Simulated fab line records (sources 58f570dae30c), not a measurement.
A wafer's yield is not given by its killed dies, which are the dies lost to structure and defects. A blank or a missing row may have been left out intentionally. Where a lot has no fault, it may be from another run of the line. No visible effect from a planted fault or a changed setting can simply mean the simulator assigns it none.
Which tool is to blame?	flow berkeley_cmos170	39 wafers from 13 lots sampled at 4 of the route's 331 steps

== WHAT EACH GAUGE READ, for each wafer ==
UCB170_V2_OVL_MEAS_13. Usual: V2_OVL gives 2 nm (standard deviation 6.9).
lot	measured	on	V2_OVL (nm)	flag
L541	day 8 18:05	overlay-02	5 8 14	
L545	day 9 13:02	overlay-02	11 6	
L547	day 10 03:48	overlay-02	9 9 7	
L548	day 10 04:40	overlay-02	5 5 7	
L549	day 11 00:53	overlay-01	-9 4 -7	
L550	day 11 00:37	overlay-01	2 7 15	
L552	day 11 00:11	overlay-01	-5 -6 -12	
L554	day 11 09:02	overlay-02	9 6 5	
L556	day 11 08:46	overlay-01	-11 -4 0	
L559	day 12 06:14	overlay-01	-6 -5 -5	
L560	day 12 07:16	overlay-01	13 4 1	
L561	day 12 12:53	overlay-02	0 2 6	
L562	day 12 22:47	overlay-02	1 5 1	

UCB170_V2_CD_MEAS_90 targets a cd of 700 nm. Usual: 700.1 nm for cd_nm, sd 1.5.
lot	measured	on	cd_nm (nm)	flag
L541	day 8 18:25	cd_sem-01	700.5 700.0 699.0	
L545	day 9 13:22	cd_sem-02	703.3 702.5	
L547	day 10 04:13	cd_sem-01	700.3 700.5 701.0	
L548	day 10 05:16	cd_sem-01	700.5 699.3 700.8	
L549	day 11 01:19	cd_sem-02	700.8 702.7 702.4	
L550	day 11 00:55	cd_sem-02	698.9 696.9 698.1	
L552	day 11 00:39	cd_sem-02	700.8 702.2 702.9	
L554	day 11 09:22	cd_sem-02	702.3 701.4 703.9	
L556	day 11 09:05	cd_sem-02	698.3 698.9 698.8	
L559	day 12 06:34	cd_sem-01	700.9 698.5 702.2	
L560	day 12 07:35	cd_sem-02	700.6 699.3 700.2	
L561	day 12 13:14	cd_sem-02	697.6 697.9 697.4	
L562	day 12 23:05	cd_sem-01	700.2 702.8 701.9	

== EACH LOT AND THE TOOL THAT RAN IT (in order: tool; ch and the chambers of the sampled wafers; start) ==
lot	UCB170_ACTIVE_CLEAN_01	UCB170_M2_STRIP_07
L541	wet_bench-04 ch 0, day 4 16:56	plasma_asher-04 ch 0,1, day 8 12:23
L545	wet_bench-04 ch 0, day 5 04:17	plasma_asher-01 ch 0, day 9 08:34
L547	wet_bench-02 ch 3, day 5 22:55	plasma_asher-01 ch 0,1, day 9 23:10
L548	wet_bench-02 ch 3, day 5 22:55	plasma_asher-04 ch 0,1, day 9 23:34
L549	wet_bench-01 ch 2, day 6 10:43	plasma_asher-03 ch 0,1, day 10 13:52
L550	wet_bench-01 ch 2, day 6 10:43	plasma_asher-04 ch 0,1, day 10 13:25
L552	wet_bench-01 ch 3, day 6 10:43	plasma_asher-01 ch 0,1, day 10 13:23
L554	wet_bench-01 ch 1, day 7 03:07	plasma_asher-03 ch 0,1, day 11 02:37
L556	wet_bench-01 ch 2, day 7 04:07	plasma_asher-04 ch 0,1, day 11 02:13
L559	wet_bench-02 ch 0, day 7 12:43	plasma_asher-04 ch 0,1, day 12 02:28
L560	wet_bench-01 ch 1, day 7 22:53	plasma_asher-01 ch 0,1, day 12 02:55
L561	wet_bench-01 ch 2, day 7 22:53	plasma_asher-04 ch 0,1, day 12 07:25
L562	wet_bench-04 ch 2, day 8 09:02	plasma_asher-03 ch 0,1, day 12 13:04
- UCB170_ACTIVE_CLEAN_01: cleans in dHF, time 60 s.
- UCB170_M2_STRIP_07: strips in O2.

== AS READ BY THE TOOLS THEMSELVES (means over the sampled wafers that have a number; for cases with no such wafer, the mark the record gives instead) ==
UCB170_M2_STRIP_07. Usual: drypump_motor_current_A 5.5 A, standard deviation 0.32; o2_flow_sccm 399.8 sccm, standard deviation 1.1; oes_product_au 0.735 a.u., standard deviation 0.0047; strip_time_to_endpoint_s 21.97 s, standard deviation 0.057.
lot	tool	drypump_motor_current_A (A)	o2_flow_sccm (sccm)	oes_product_au (a.u.)	strip_time_to_endpoint_s (s)	flag
L541	plasma_asher-04	5.1	399.5	0.734	21.99	
L545	plasma_asher-01	5.9	399.7	0.734	21.90	
L547	plasma_asher-01	5.5	400.3	0.732	22.07	
L548	plasma_asher-04	5.1	400.0	0.734	21.95	
L549	plasma_asher-03	5.7	400.5	0.732	21.98	
L550	plasma_asher-04	5.3	401.4	0.732	21.93	
L552	plasma_asher-01	5.7	399.9	0.738	21.94	
L554	plasma_asher-03	5.6	400.5	0.731	21.95	
L556	plasma_asher-04	5.2	400.1	0.735	22.00	
L559	plasma_asher-04	5.1	399.5	0.737	22.01	
L560	plasma_asher-01	5.7	399.7	0.741	21.94	
L561	plasma_asher-04	5.1	399.5	0.738	21.94	
L562	plasma_asher-03	5.7	398.5	0.732	22.05	

== THE ANSWER, worked out from the rows above alone ==
Rule: a lot is off if the mean of its wafers that have a number lies more than 3 standard deviations from the usual mean. A lot without any number at a reading at which 4 lots or more have one is off too. Any other lot the step has rows for is counted as sound. The gauges are gone through in route order, then the tools' own readings, and for those a lot's mean is taken as printed above. The first step at which some lot is off is used, and at that step the reading that is off furthest; a lot without a number counts as furthest.
No lot is off on any of the readings shown, so nothing can be concluded from this.

== WHAT THE SIMULATOR PUT IN ==
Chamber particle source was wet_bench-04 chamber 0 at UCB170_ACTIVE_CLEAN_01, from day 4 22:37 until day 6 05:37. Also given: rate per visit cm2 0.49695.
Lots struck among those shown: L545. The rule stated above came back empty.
